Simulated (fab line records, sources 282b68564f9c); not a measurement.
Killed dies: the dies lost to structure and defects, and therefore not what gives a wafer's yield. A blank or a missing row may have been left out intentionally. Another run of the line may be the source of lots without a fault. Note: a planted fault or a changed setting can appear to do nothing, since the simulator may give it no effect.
A lot that was struck, set against a sound lot | flow rit_cmos | 43 steps out of a route of 202
Sound: these wafers, L684.1, L684.3, L684.5. Wafers L688.1, L688.2, L688.3 were the ones struck. The cause is named last.
At each step with rows: each side's tool, then ch and its chambers, then its first start. Under that, the readings that differ: sound wafers | struck wafers | difference of the means | sigmas: that difference in standard deviations of wafers without a fault.
alike: a reading whose means differ by less than 2 such deviations, as well as words and numbers matching on both sides. not compared: withheld readings; readings where some wafer has no value; bounds like >300 that might hide an equal value; numbers whose values overlap and for which the record gives no deviation.
A row with sigmas, a row that says differs or no value, or rows on one side alone: a step with any of these is where the two part. When numbers do not overlap yet have no deviation, they are printed without sigmas and do not part them. Lack of a reading on every wafer of one side parts them only where that side has two or more wafers.

first, 2 steps without rows for these wafers: RIT_NLDD_HARDBAKE_07 (time 60 s); RIT_NLDD_IMPLANT_08.
RIT_NLDD_STRIP_09: strips in O2, time 180 s.
  sound on plasma_asher-02 ch 0,1, day 3 04:23; struck on plasma_asher-02 ch 0,1, day 4 01:45
  alike: drypump_motor_current_A
  not compared: rf_hours_counter_h
RIT_NLDD_TW_MEAS_10:
  sound on film_metro-03, day 3 04:34; struck on film_metro-04, day 4 01:56
  alike: NLDD_TW
then, 6 steps without rows for these wafers: RIT_PLDD_HMDS_00 (prime time 60 s); RIT_PLDD_COAT_01 (resist thk 1000 nm); RIT_PLDD_SOFTBAKE_02 (time 60 s); RIT_PLDD_EXPOSE_03 (exposes mask M8, target cd 40900 nm); RIT_PLDD_PEB_04; RIT_PLDD_DEVELOP_05 (develop time 50 s).
RIT_PLDD_OVL_MEAS_06:
  sound on overlay-02, day 3 05:46; struck on overlay-02, day 4 02:50
  alike: PLDD_OVL
then, 1 step without rows for these wafers: RIT_PLDD_HARDBAKE_07 (time 60 s).
RIT_PLDD_IMPLANT_08:
  sound on implanter-01 ch 0, day 3 05:59; struck on implanter-01 ch 0, day 4 03:01
  reading                   | sound             | struck            | difference | sigmas
  implant_ion_amu           | 49 49 49          | 75 75 75          | +26        |
  model.implant.drp_nm (nm) | 9.752 9.752 9.752 | 7.212 7.212 7.212 | -2.540     |
  model.implant.rp_nm (nm)  | 17.45 17.45 17.45 | 15.7 15.7 15.7    | -1.8       |
RIT_PLDD_STRIP_09: strips in O2, time 180 s.
  sound on plasma_asher-01 ch 0,1, day 3 06:08; struck on plasma_asher-01 ch 0,1, day 4 03:10
  alike: drypump_motor_current_A
  not compared: rf_hours_counter_h
RIT_PLDD_TW_MEAS_10:
  sound on film_metro-03, day 3 06:19; struck on film_metro-04, day 4 03:21
  reading | sound          | struck         | difference | sigmas
  PLDD_TW | 2323 2340 2322 | 2953 2949 2953 | +623       | +67
then, 4 steps without rows for these wafers: RIT_SPACER_CLEAN_00 (cleans in SC1, time 600 s); RIT_SPACER_CLEAN_01 (cleans in dHF, time 30 s); RIT_SPACER_CLEAN_02 (cleans in SC2, time 600 s); RIT_SPACER_CVD_03 (deposits Si3N4 from SiH2Cl2/NH3, target thk 250 nm, time 3300 s).
RIT_SPACER_THK_MEAS_04:
  sound on film_metro-02, day 3 08:41; struck on film_metro-04, day 4 05:43
  alike: SPACER_NITRIDE_THK
RIT_SPACER_ETCHBACK_05: etches Si3N4 in SF6/CHF3, stops on SiO2, target depth 250 nm, time 240 s.
  sound on rie_diel-04 ch 1,2,3, day 3 08:44; struck on rie_diel-01 ch 1,2,3, day 4 05:47
  alike: CHF3_flow_sccm, drypump_motor_current_A, oes_product_au, throttle_valve_pct
  not compared: rf_hours_counter_h
then, 6 steps without rows for these wafers: RIT_NSD_HMDS_00 (prime time 60 s); RIT_NSD_COAT_01 (resist thk 1000 nm); RIT_NSD_SOFTBAKE_02 (time 60 s); RIT_NSD_EXPOSE_03 (exposes mask M9, target cd 40700 nm); RIT_NSD_PEB_04; RIT_NSD_DEVELOP_05 (develop time 50 s).
RIT_NSD_OVL_MEAS_06:
  sound on overlay-02, day 3 09:57; struck on overlay-01, day 4 06:47
  alike: NSD_OVL
then, 2 steps without rows for these wafers: RIT_NSD_HARDBAKE_07 (time 60 s); RIT_NSD_IMPLANT_08.
RIT_NSD_STRIP_09: strips in O2, time 180 s.
  sound on plasma_asher-01 ch 1, day 3 10:17; struck on plasma_asher-04 ch 0,1, day 4 07:07
  alike: drypump_motor_current_A
  not compared: rf_hours_counter_h
RIT_NSD_TW_MEAS_10:
  sound on film_metro-04, day 3 10:28; struck on film_metro-03, day 4 07:17
  alike: NSD_TW
then, 6 steps without rows for these wafers: RIT_PSD_HMDS_00 (prime time 60 s); RIT_PSD_COAT_01 (resist thk 1000 nm); RIT_PSD_SOFTBAKE_02 (time 60 s); RIT_PSD_EXPOSE_03 (exposes mask M10, target cd 40900 nm); RIT_PSD_PEB_04; RIT_PSD_DEVELOP_05 (develop time 50 s).
RIT_PSD_OVL_MEAS_06:
  sound on overlay-02, day 3 11:32; struck on overlay-02, day 4 08:12
  alike: PSD_OVL
then, 2 steps without rows for these wafers: RIT_PSD_HARDBAKE_07 (time 60 s); RIT_PSD_IMPLANT_08.
RIT_PSD_STRIP_09: strips in O2, time 180 s.
  sound on plasma_asher-03 ch 0,1, day 3 11:53; struck on plasma_asher-02 ch 0,1, day 4 08:32
  alike: drypump_motor_current_A
  not compared: rf_hours_counter_h
RIT_SDANNEAL_RS_MEAS_06: measures by four-point-probe.
  sound on film_metro-03, day 3 12:50; struck on film_metro-01, day 4 09:26
  reading          | sound             | struck         | difference | sigmas
  PLDD_RS (ohm/sq) | 178.0 178.3 178.1 | 68.7 68.6 68.6 | -109.5     | -99 or more

## WHERE THEY PART
First at RIT_PLDD_TW_MEAS_10; last, within this record, at RIT_SDANNEAL_RS_MEAS_06.

WHY: what the simulator had put in
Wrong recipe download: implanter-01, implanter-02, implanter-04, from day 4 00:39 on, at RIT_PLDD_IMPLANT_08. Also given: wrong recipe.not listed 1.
